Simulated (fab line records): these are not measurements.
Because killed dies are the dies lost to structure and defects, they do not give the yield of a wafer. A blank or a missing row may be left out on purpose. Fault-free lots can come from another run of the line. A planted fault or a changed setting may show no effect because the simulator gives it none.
Lot-split experiment :: flow berkeleyCmos170 :: 23 wafers read from 5 lots, route of 331 steps

== THE SPLIT ITSELF ==
At UCB170_START_OXIDATION_02 (target thk 20 nm, ox time 1800 s), the setting oxTimeS was moved away from the recipe's 1800 s on 10 of the 23 wafers read, by -11.4% to -9.9%. This setting was run at the recipe's value on the other wafers.

Reading taken at the split's own step.

== THE READING ==
SiO2_of_START_OXIDATION_02.thkNm (the simulator's own value, which no gauge read), in nm, at UCB170_START_OXIDATION_02 (target thk 20 nm, ox time 1800 s). The file does not state a usual value for it. Across the 13 wafers here that went through the recipe, the average is 19.64 nm and the standard deviation 0.22 nm.

wafer: L077.1
tool, chamber at the split: -, -
oxTimeS as run, s: 1621
against the recipe: -9.9%
SiO2_of_START_OXIDATION_02.thkNm, nm: 18.61
against lot-mates on the recipe: no lot-mate on the recipe

wafer: L077.2
tool, chamber at the split: -, -
oxTimeS as run, s: 1621
against the recipe: -9.9%
SiO2_of_START_OXIDATION_02.thkNm, nm: 18.95
against lot-mates on the recipe: no lot-mate on the recipe

wafer: L077.5
tool, chamber at the split: -, -
oxTimeS as run, s: 1621
against the recipe: -9.9%
SiO2_of_START_OXIDATION_02.thkNm, nm: 18.95
against lot-mates on the recipe: no lot-mate on the recipe

wafer: L077.4
tool, chamber at the split: -, -
oxTimeS as run, s: 1621
against the recipe: -9.9%
SiO2_of_START_OXIDATION_02.thkNm, nm: 18.96
against lot-mates on the recipe: no lot-mate on the recipe

wafer: L077.6
tool, chamber at the split: -, -
oxTimeS as run, s: 1621
against the recipe: -9.9%
SiO2_of_START_OXIDATION_02.thkNm, nm: 18.79
against lot-mates on the recipe: no lot-mate on the recipe

wafer: L081.1
tool, chamber at the split: furnace-03, 0
oxTimeS as run, s: 1800
against the recipe: recipe
SiO2_of_START_OXIDATION_02.thkNm, nm: 19.74
against lot-mates on the recipe: -

wafer: L081.2
tool, chamber at the split: furnace-03, 0
oxTimeS as run, s: 1800
against the recipe: recipe
SiO2_of_START_OXIDATION_02.thkNm, nm: 19.89
against lot-mates on the recipe: -

wafer: L081.6
tool, chamber at the split: furnace-03, 0
oxTimeS as run, s: 1800
against the recipe: recipe
SiO2_of_START_OXIDATION_02.thkNm, nm: 19.12
against lot-mates on the recipe: -

wafer: L082.1
tool, chamber at the split: -, -
oxTimeS as run, s: 1595
against the recipe: -11.4%
SiO2_of_START_OXIDATION_02.thkNm, nm: 17.81
against lot-mates on the recipe: no lot-mate on the recipe

wafer: L082.2
tool, chamber at the split: -, -
oxTimeS as run, s: 1595
against the recipe: -11.4%
SiO2_of_START_OXIDATION_02.thkNm, nm: 18.09
against lot-mates on the recipe: no lot-mate on the recipe

wafer: L082.4
tool, chamber at the split: -, -
oxTimeS as run, s: 1595
against the recipe: -11.4%
SiO2_of_START_OXIDATION_02.thkNm, nm: 17.94
against lot-mates on the recipe: no lot-mate on the recipe

wafer: L082.5
tool, chamber at the split: -, -
oxTimeS as run, s: 1595
against the recipe: -11.4%
SiO2_of_START_OXIDATION_02.thkNm, nm: 17.9
against lot-mates on the recipe: no lot-mate on the recipe

wafer: L082.6
tool, chamber at the split: -, -
oxTimeS as run, s: 1595
against the recipe: -11.4%
SiO2_of_START_OXIDATION_02.thkNm, nm: 18.08
against lot-mates on the recipe: no lot-mate on the recipe

wafer: L084.1
tool, chamber at the split: -, -
oxTimeS as run, s: 1800
against the recipe: recipe
SiO2_of_START_OXIDATION_02.thkNm, nm: 19.82
against lot-mates on the recipe: -

wafer: L084.3
tool, chamber at the split: -, -
oxTimeS as run, s: 1800
against the recipe: recipe
SiO2_of_START_OXIDATION_02.thkNm, nm: 19.6
against lot-mates on the recipe: -

wafer: L084.4
tool, chamber at the split: -, -
oxTimeS as run, s: 1800
against the recipe: recipe
SiO2_of_START_OXIDATION_02.thkNm, nm: 19.45
against lot-mates on the recipe: -

wafer: L084.5
tool, chamber at the split: -, -
oxTimeS as run, s: 1800
against the recipe: recipe
SiO2_of_START_OXIDATION_02.thkNm, nm: 19.65
against lot-mates on the recipe: -

wafer: L084.6
tool, chamber at the split: -, -
oxTimeS as run, s: 1800
against the recipe: recipe
SiO2_of_START_OXIDATION_02.thkNm, nm: 19.43
against lot-mates on the recipe: -

wafer: L085.1
tool, chamber at the split: -, -
oxTimeS as run, s: 1800
against the recipe: recipe
SiO2_of_START_OXIDATION_02.thkNm, nm: 19.97
against lot-mates on the recipe: -

wafer: L085.2
tool, chamber at the split: -, -
oxTimeS as run, s: 1800
against the recipe: recipe
SiO2_of_START_OXIDATION_02.thkNm, nm: 19.85
against lot-mates on the recipe: -

wafer: L085.4
tool, chamber at the split: -, -
oxTimeS as run, s: 1800
against the recipe: recipe
SiO2_of_START_OXIDATION_02.thkNm, nm: 19.65
against lot-mates on the recipe: -

wafer: L085.5
tool, chamber at the split: -, -
oxTimeS as run, s: 1800
against the recipe: recipe
SiO2_of_START_OXIDATION_02.thkNm, nm: 19.5
against lot-mates on the recipe: -

wafer: L085.6
tool, chamber at the split: -, -
oxTimeS as run, s: 1800
against the recipe: recipe
SiO2_of_START_OXIDATION_02.thkNm, nm: 19.71
against lot-mates on the recipe: -

FIT RESULTS
A straight line over all 23 wafers: SiO2_of_START_OXIDATION_02.thkNm changes by +0.12 nm for each +1% of oxTimeS; r = +0.90; the points scatter about the line by 0.31 nm.
Too few moved wafers have a lot-mate on the recipe to fit a line with each lot's own level taken away.

== FILE'S OWN FIT ==
SiO2_of_START_OXIDATION_02.thkNm changes by +0.12 nm for each +1% of oxTimeS, r = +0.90.
